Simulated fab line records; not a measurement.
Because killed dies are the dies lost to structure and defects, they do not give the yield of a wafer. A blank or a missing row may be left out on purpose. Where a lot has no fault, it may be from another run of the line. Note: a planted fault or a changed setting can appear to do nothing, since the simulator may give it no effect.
Which of the tools did it? ; flow rit cmos ; 7 lots, 21 wafers sampled, at 2 steps of a route of 202

## WHAT THE GAUGES SHOWED, per wafer
RIT_REOX_THK_MEAS_04.
lot;measured;on;REOX_OXIDE_THK (nm)
L575;day 3 00:40;film metro-02;24.8 24.8 24.8
L577;day 3 12:31;film metro-01;25.0 25.1 25.0
L579;day 3 19:01;film metro-02;25.5 25.1 25.7
L582;day 4 12:05;film metro-04;25.3 25.1 25.2
L584;day 4 21:13;film metro-02;25.3 25.1 25.5
L588;day 5 20:00;film metro-04;26.3 25.8 25.9
L590;day 6 06:16;film metro-01;27.4 27.9 27.7

## WHAT TOOL EACH LOT RAN ON (gives the tool, then ch and the chambers of the sampled wafers, and finally the start)
lot;RIT_REOX_OXIDATION_03
L575;furnace-03 ch 0, day 2 22:07
L577;furnace-03 ch 0, day 3 09:57
L579;furnace-01 ch 0, day 3 16:27
L582;furnace-03 ch 0, day 4 09:31
L584;furnace-03 ch 0, day 4 18:39
L588;furnace-03 ch 0, day 5 17:27
L590;furnace-04 ch 0, day 6 03:43
- RIT_REOX_OXIDATION_03: target thk 25.2 nm, ox time 5580 s.

## THE ANSWER, worked out from the rows above alone
Rule: what is usual is taken from the lots themselves. The widest of any qualifying gaps counts: lots, ordered by their means at a reading, are off when they make up no more than a third of the lots, leave a main group of 4 or more, and stand apart from it by 3 or more times the standard deviation of that group's means. A main group whose means are all the same, to the digits that the tables above print for the reading, isn't used. Also off: a lot with no number at a reading for which 4 or more lots have one. All remaining lots with rows at the step are treated as sound.
Off: at RIT_REOX_THK_MEAS_04 (REOX_OXIDE_THK), L590. Mean 25.3 nm and standard deviation 0.37 in the main group.
If a tool, at a process step before that reading, ran all the lots that are off and no sound lot after the first of them, it fits. The gauges at RIT_REOX_THK_MEAS_04 are tried like those tools. Undecided on this evidence; 2 tools fit (furnace-04 at RIT_REOX_OXIDATION_03, film metro-01 at RIT_REOX_THK_MEAS_04).

## WHAT HAD BEEN PUT IN BY THE SIMULATOR
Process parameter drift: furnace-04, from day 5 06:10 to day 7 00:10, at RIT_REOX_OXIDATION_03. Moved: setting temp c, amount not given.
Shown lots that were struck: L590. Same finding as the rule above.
